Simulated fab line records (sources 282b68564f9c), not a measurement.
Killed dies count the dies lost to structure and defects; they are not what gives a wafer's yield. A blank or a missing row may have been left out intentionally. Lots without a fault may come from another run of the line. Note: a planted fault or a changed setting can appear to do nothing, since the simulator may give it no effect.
Split-lot study / flow ritCmos / 5 lots, 23 wafers read, on a route of 202 steps

== THE SPLIT ITSELF ==
At RIT_PRETRO_IMPLANT_08, the setting doseCm2 was moved away from the recipe's 1.2e+13 on 5 of the 23 wafers read, by +2.2% to +4.9%. This setting was run at the recipe's value on the other wafers.

== FROM THE SPLIT TO THE READING: what the file shows between them, 1 step ==
- RIT_PRETRO_STRIP_09: strips in O2, time 180 s

== THE READING ==
PRETRO_TW, at RIT_PRETRO_TW_MEAS_10. A value of 475 with a standard deviation of 3.5 is what fault-free wafers of this fab line usually give.

wafer=L074.1; tool, chamber at the split=implanter-04, 0; doseCm2 as run=1.2e+13; against the recipe=recipe; PRETRO_TW=474; against lot-mates on the recipe=-
wafer=L074.2; tool, chamber at the split=implanter-04, 0; doseCm2 as run=1.2e+13; against the recipe=recipe; PRETRO_TW=477; against lot-mates on the recipe=-
wafer=L074.3; tool, chamber at the split=implanter-04, 0; doseCm2 as run=1.259e+13; against the recipe=+4.9%; PRETRO_TW=484; against lot-mates on the recipe=+9
wafer=L074.5; tool, chamber at the split=implanter-04, 0; doseCm2 as run=1.2e+13; against the recipe=recipe; PRETRO_TW=475; against lot-mates on the recipe=-
wafer=L074.6; tool, chamber at the split=implanter-04, 0; doseCm2 as run=1.259e+13; against the recipe=+4.9%; PRETRO_TW=482; against lot-mates on the recipe=+7
wafer=L078.1; tool, chamber at the split=implanter-03, 0; doseCm2 as run=1.226e+13; against the recipe=+2.2%; PRETRO_TW=481; against lot-mates on the recipe=+4
wafer=L078.2; tool, chamber at the split=implanter-03, 0; doseCm2 as run=1.2e+13; against the recipe=recipe; PRETRO_TW=476; against lot-mates on the recipe=-
wafer=L078.4; tool, chamber at the split=implanter-03, 0; doseCm2 as run=1.226e+13; against the recipe=+2.2%; PRETRO_TW=482; against lot-mates on the recipe=+5
wafer=L078.5; tool, chamber at the split=implanter-03, 0; doseCm2 as run=1.2e+13; against the recipe=recipe; PRETRO_TW=478; against lot-mates on the recipe=-
wafer=L078.6; tool, chamber at the split=implanter-03, 0; doseCm2 as run=1.226e+13; against the recipe=+2.2%; PRETRO_TW=480; against lot-mates on the recipe=+3
wafer=L080.1; tool, chamber at the split=implanter-02, 0; doseCm2 as run=1.2e+13; against the recipe=recipe; PRETRO_TW=470; against lot-mates on the recipe=-
wafer=L080.2; tool, chamber at the split=implanter-02, 0; doseCm2 as run=1.2e+13; against the recipe=recipe; PRETRO_TW=470; against lot-mates on the recipe=-
wafer=L080.3; tool, chamber at the split=implanter-02, 0; doseCm2 as run=1.2e+13; against the recipe=recipe; PRETRO_TW=468; against lot-mates on the recipe=-
wafer=L080.4; tool, chamber at the split=implanter-02, 0; doseCm2 as run=1.2e+13; against the recipe=recipe; PRETRO_TW=469; against lot-mates on the recipe=-
wafer=L080.6; tool, chamber at the split=implanter-02, 0; doseCm2 as run=1.2e+13; against the recipe=recipe; PRETRO_TW=471; against lot-mates on the recipe=-
wafer=L082.2; tool, chamber at the split=implanter-03, 0; doseCm2 as run=1.2e+13; against the recipe=recipe; PRETRO_TW=470; against lot-mates on the recipe=-
wafer=L082.3; tool, chamber at the split=implanter-03, 0; doseCm2 as run=1.2e+13; against the recipe=recipe; PRETRO_TW=469; against lot-mates on the recipe=-
wafer=L082.5; tool, chamber at the split=implanter-03, 0; doseCm2 as run=1.2e+13; against the recipe=recipe; PRETRO_TW=472; against lot-mates on the recipe=-
wafer=L084.1; tool, chamber at the split=implanter-03, 0; doseCm2 as run=1.2e+13; against the recipe=recipe; PRETRO_TW=478; against lot-mates on the recipe=-
wafer=L084.2; tool, chamber at the split=implanter-03, 0; doseCm2 as run=1.2e+13; against the recipe=recipe; PRETRO_TW=480; against lot-mates on the recipe=-
wafer=L084.3; tool, chamber at the split=implanter-03, 0; doseCm2 as run=1.2e+13; against the recipe=recipe; PRETRO_TW=477; against lot-mates on the recipe=-
wafer=L084.5; tool, chamber at the split=implanter-03, 0; doseCm2 as run=1.2e+13; against the recipe=recipe; PRETRO_TW=479; against lot-mates on the recipe=-
wafer=L084.6; tool, chamber at the split=implanter-03, 0; doseCm2 as run=1.2e+13; against the recipe=recipe; PRETRO_TW=478; against lot-mates on the recipe=-

FIT RESULTS
A straight line over all 23 wafers: PRETRO_TW changes by +2.11 for each +1% of doseCm2; r = +0.65; the points scatter about the line by 3.8.
The same after taking each lot's own level away (the mean of its wafers on the recipe; 23 wafers): +1.61 for each +1%; r = +0.91; scatter 1.1.
That fit puts the effect of the largest move of doseCm2 on the reading at 7.9.
Across the lots, their own levels run from 469.6 to 478.4, a range of 2.5 times the standard deviation given above.
So the lot-to-lot level blurs the effect unless lot-mates are compared.
Check: +7.53 against its lot-mates is what the line predicts for one of the wafers moved furthest among these (+4.9%) when that wafer is left out of the fit. Against them it came out at +8.67.

== THE OTHER SPLITS THESE WAFERS WENT THROUGH ==
Note: prior to the reading, these wafers also went through further splits. Each is held against what the fit with the lots' levels taken away leaves over:
other split on the same wafers=RIT_ACTIVE_COAT_06 resistThkNm; wafers away from the commonest value=5; r with PRETRO_TW (lot level and that fit taken away)=-0.03
other split on the same wafers=RIT_ACTIVE_EXPOSE_08 doseMj; wafers away from the commonest value=7; r with PRETRO_TW (lot level and that fit taken away)=+0.28
other split on the same wafers=RIT_FOX1_OXIDATION_00 tempC; wafers away from the commonest value=18; r with PRETRO_TW (lot level and that fit taken away)=+0.11
other split on the same wafers=RIT_FOX2_OXIDATION_00 oxTimeS; wafers away from the commonest value=15; r with PRETRO_TW (lot level and that fit taken away)=+0.10
other split on the same wafers=RIT_PWELL_COAT_01 spinRpm; wafers away from the commonest value=5; r with PRETRO_TW (lot level and that fit taken away)=-0.02
other split on the same wafers=RIT_NRETRO_IMPLANT_08 energyKev; wafers away from the commonest value=9; r with PRETRO_TW (lot level and that fit taken away)=+0.08

== THE FILE'S OWN FIT ==
PRETRO_TW changes by +1.56 for each +1% of doseCm2, r = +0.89.
